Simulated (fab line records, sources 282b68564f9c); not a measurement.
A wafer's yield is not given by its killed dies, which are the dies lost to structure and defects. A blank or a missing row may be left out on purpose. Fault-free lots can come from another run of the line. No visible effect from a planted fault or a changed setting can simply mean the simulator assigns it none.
Which tool was responsible? -- flow rit_cmos -- Sampling: 7 lots, 21 wafers, 2 of 202 route steps

WHAT THE GAUGES SHOWED, per wafer
RIT_GATE_THK_MEAS_07.
lot,measured,on,GATE_OXIDE_THK (nm)
L970,day 2 19:55,film_metro-04,3.05 3.07 3.08
L973,day 3 10:55,film_metro-03,2.99 2.99 3.04
L977,day 4 08:16,film_metro-04,2.90 2.98 2.90
L979,day 4 17:07,film_metro-03,3.03 2.98 2.94
L982,day 5 07:57,film_metro-01,4.04 4.05 3.99
L986,day 6 04:08,film_metro-03,3.02 3.00 2.98
L991,day 7 09:40,film_metro-01,2.94 3.02 3.02

WHAT TOOL EACH LOT RAN ON (gives the tool, then ch and the chambers of the sampled wafers, and finally the start)
lot,RIT_GATE_OXIDATION_05
L970,"furnace-01 ch 0, day 2 18:35"
L973,"furnace-02 ch 0, day 3 09:34"
L977,"furnace-02 ch 0, day 4 06:56"
L979,"furnace-01 ch 0, day 4 15:23"
L982,"furnace-02 ch 0, day 5 06:38"
L986,"furnace-01 ch 0, day 6 02:47"
L991,"furnace-01 ch 0, day 7 08:20"
- RIT_GATE_OXIDATION_05: target thk 3 nm, ox time 270 s.

THE ANSWER, worked out from the rows above alone
Rule: usual is defined by the lots themselves. The widest of any qualifying gaps counts: lots, ordered by their means at a reading, are off when they make up no more than a third of the lots, leave a main group of 4 or more, and stand apart from it by 3 or more times the standard deviation of that group's means. A main group whose means are all the same, to the digits that the tables above print for the reading, isn't used. Also off: a lot with no number at a reading for which 4 or more lots have one. Where the step has rows for the other lots, those lots are counted as sound.
Off: L982, seen at RIT_GATE_THK_MEAS_07 (GATE_OXIDE_THK). Main group: mean 3.00 nm, sd 0.041.
A tool fits if, at a process step before that reading, it ran every lot that is off, and no sound lot after the first of them. Those tools and the gauges at RIT_GATE_THK_MEAS_07 are tried in the same way. One fits: furnace-02 at RIT_GATE_OXIDATION_05. A fault onset in the window from L977 (day 4 06:56, its last sound lot) to L982 (day 5 06:38, its first lot off) fits.

WHAT THE SIMULATOR HAD INSERTED
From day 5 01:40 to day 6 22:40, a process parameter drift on furnace-02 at RIT_GATE_OXIDATION_05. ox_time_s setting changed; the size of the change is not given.
Lots struck among those shown: L982. This agrees with what the rule above found.
